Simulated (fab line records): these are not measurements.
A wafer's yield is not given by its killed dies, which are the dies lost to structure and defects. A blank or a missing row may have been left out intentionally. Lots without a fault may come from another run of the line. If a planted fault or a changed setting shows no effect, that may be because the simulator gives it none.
Which tool was responsible? || flow berkeleyCmos170 || 42 wafers from 14 lots sampled at 3 of the route's 331 steps

== WHAT THE GAUGES READ, wafer by wafer ==
UCB170_M2_OVL_MEAS_16. Usual: M2_OVL typically reads -2 nm, with standard deviation 5.6.
{"lot": "L826", "measured": "day 8 17:17", "on": "overlay-01", "M2_OVL (nm)": "-12 -11 -12", "flag": ""}
{"lot": "L825", "measured": "day 8 20:23", "on": "overlay-01", "M2_OVL (nm)": "5 -1 -2", "flag": ""}
{"lot": "L829", "measured": "day 9 01:19", "on": "overlay-02", "M2_OVL (nm)": "1 -7 3", "flag": ""}
{"lot": "L827", "measured": "day 9 06:08", "on": "overlay-01", "M2_OVL (nm)": "-3 -3 1", "flag": ""}
{"lot": "L828", "measured": "day 9 06:25", "on": "overlay-02", "M2_OVL (nm)": "-13 -5 1", "flag": ""}
{"lot": "L830", "measured": "day 9 20:09", "on": "overlay-01", "M2_OVL (nm)": "-8 0 -2", "flag": ""}
{"lot": "L833", "measured": "day 10 03:35", "on": "overlay-02", "M2_OVL (nm)": "-12 3 -5", "flag": ""}
{"lot": "L835", "measured": "day 10 17:06", "on": "overlay-01", "M2_OVL (nm)": "-3 -4 -2", "flag": ""}
{"lot": "L840", "measured": "day 11 13:58", "on": "overlay-02", "M2_OVL (nm)": "6 -9 -5", "flag": ""}
{"lot": "L843", "measured": "day 11 18:44", "on": "overlay-01", "M2_OVL (nm)": "-2 -3 -2", "flag": ""}
{"lot": "L842", "measured": "day 11 20:59", "on": "overlay-02", "M2_OVL (nm)": "3 1 10", "flag": ""}
{"lot": "L844", "measured": "day 12 03:38", "on": "overlay-01", "M2_OVL (nm)": "1 1 -2", "flag": ""}
{"lot": "L846", "measured": "day 12 16:37", "on": "overlay-02", "M2_OVL (nm)": "-1 -1 7", "flag": ""}
{"lot": "L847", "measured": "day 12 16:52", "on": "overlay-01", "M2_OVL (nm)": "7 -2 -1", "flag": ""}

UCB170_M3_RS_MEAS_02: measures by four-point-probe. Usual: M3_AL_RS typically reads 0.0321 ohm/sq, with standard deviation 0.00034.
{"lot": "L826", "measured": "day 8 20:49", "on": "filmMetro-04", "M3_AL_RS (ohm/sq)": "0.0324 0.0324 0.0322", "flag": ""}
{"lot": "L825", "measured": "day 9 01:31", "on": "filmMetro-02", "M3_AL_RS (ohm/sq)": "0.0326 0.0326 0.0321", "flag": ""}
{"lot": "L829", "measured": "day 9 05:19", "on": "filmMetro-02", "M3_AL_RS (ohm/sq)": "0.0318 0.0317 0.0321", "flag": ""}
{"lot": "L827", "measured": "day 9 10:56", "on": "filmMetro-02", "M3_AL_RS (ohm/sq)": "0.0322 0.0322 0.0320", "flag": ""}
{"lot": "L828", "measured": "day 9 11:00", "on": "filmMetro-04", "M3_AL_RS (ohm/sq)": "0.0315 0.0324 0.0319", "flag": ""}
{"lot": "L830", "measured": "day 10 01:38", "on": "filmMetro-02", "M3_AL_RS (ohm/sq)": "0.0322 0.0320 0.0319", "flag": ""}
{"lot": "L833", "measured": "day 10 06:59", "on": "filmMetro-02", "M3_AL_RS (ohm/sq)": "0.0323 0.0321 0.0320", "flag": ""}
{"lot": "L835", "measured": "day 10 20:53", "on": "filmMetro-03", "M3_AL_RS (ohm/sq)": "0.0325 0.0322 0.0326", "flag": ""}
{"lot": "L840", "measured": "day 11 17:08", "on": "filmMetro-04", "M3_AL_RS (ohm/sq)": "0.0325 0.0320 0.0320", "flag": ""}
{"lot": "L843", "measured": "day 11 23:07", "on": "filmMetro-04", "M3_AL_RS (ohm/sq)": "0.0320 0.0319 0.0318", "flag": ""}
{"lot": "L842", "measured": "day 12 00:09", "on": "filmMetro-03", "M3_AL_RS (ohm/sq)": "0.0316 0.0318 0.0318", "flag": ""}
{"lot": "L844", "measured": "day 12 07:04", "on": "filmMetro-03", "M3_AL_RS (ohm/sq)": "0.0324 0.0318 0.0321", "flag": ""}
{"lot": "L846", "measured": "day 12 19:38", "on": "filmMetro-04", "M3_AL_RS (ohm/sq)": "0.0325 0.0322 0.0327", "flag": ""}
{"lot": "L847", "measured": "day 12 19:56", "on": "filmMetro-04", "M3_AL_RS (ohm/sq)": "0.0318 0.0321 0.0320", "flag": ""}

UCB170_M3_THK_MEAS_03: measures by xrf. Usual: M3_AL_THK typically reads 895 nm, with standard deviation 10.
{"lot": "L826", "measured": "day 8 20:56", "on": "filmMetro-04", "M3_AL_THK (nm)": "885 882 886", "flag": ""}
{"lot": "L825", "measured": "day 9 01:37", "on": "filmMetro-02", "M3_AL_THK (nm)": "882 875 896", "flag": ""}
{"lot": "L829", "measured": "day 9 05:25", "on": "filmMetro-02", "M3_AL_THK (nm)": "900 898 890", "flag": ""}
{"lot": "L827", "measured": "day 9 11:02", "on": "filmMetro-02", "M3_AL_THK (nm)": "892 890 893", "flag": ""}
{"lot": "L828", "measured": "day 9 11:07", "on": "filmMetro-04", "M3_AL_THK (nm)": "914 885 902", "flag": ""}
{"lot": "L830", "measured": "day 10 01:45", "on": "filmMetro-02", "M3_AL_THK (nm)": "893 903 900", "flag": ""}
{"lot": "L833", "measured": "day 10 07:07", "on": "filmMetro-02", "M3_AL_THK (nm)": "892 899 897", "flag": ""}
{"lot": "L835", "measured": "day 10 21:01", "on": "filmMetro-03", "M3_AL_THK (nm)": "882 886 880", "flag": ""}
{"lot": "L840", "measured": "day 11 17:14", "on": "filmMetro-04", "M3_AL_THK (nm)": "880 897 888", "flag": ""}
{"lot": "L843", "measured": "day 11 23:12", "on": "filmMetro-04", "M3_AL_THK (nm)": "898 896 903", "flag": ""}
{"lot": "L842", "measured": "day 12 00:15", "on": "filmMetro-03", "M3_AL_THK (nm)": "910 903 896", "flag": ""}
{"lot": "L844", "measured": "day 12 07:11", "on": "filmMetro-03", "M3_AL_THK (nm)": "882 899 889", "flag": ""}
{"lot": "L846", "measured": "day 12 19:45", "on": "filmMetro-04", "M3_AL_THK (nm)": "886 897 883", "flag": ""}
{"lot": "L847", "measured": "day 12 20:03", "on": "filmMetro-04", "M3_AL_THK (nm)": "906 895 894", "flag": ""}

== WHAT TOOL EACH LOT RAN ON (gives the tool, then ch and the chambers of the sampled wafers, and finally the start) ==
The record shows no process step preceding these readings.

== WHAT THE TOOLS THEMSELVES READ (means of the sampled wafers that have a number; where no wafer has one, the mark that the record gives instead) ==
The record holds no such reading with a usual standard deviation.

== THE ANSWER, worked out from the rows above alone ==
Rule: a lot counts as off when the mean over its wafers that have a number is more than 3 standard deviations away from the usual mean. A lot without any number at a reading at which 4 lots or more have one is off too. The other lots that the step has rows for count as sound. After the gauges, taken in route order, come the tools' own readings; for these a lot's mean is taken, as printed above. The first step at which some lot is off is used, and at that step the reading that is off furthest; a lot without a number counts as furthest.
Across all readings shown, no lot is off: no conclusion can be drawn from this.

== WHAT THE SIMULATOR PUT IN ==
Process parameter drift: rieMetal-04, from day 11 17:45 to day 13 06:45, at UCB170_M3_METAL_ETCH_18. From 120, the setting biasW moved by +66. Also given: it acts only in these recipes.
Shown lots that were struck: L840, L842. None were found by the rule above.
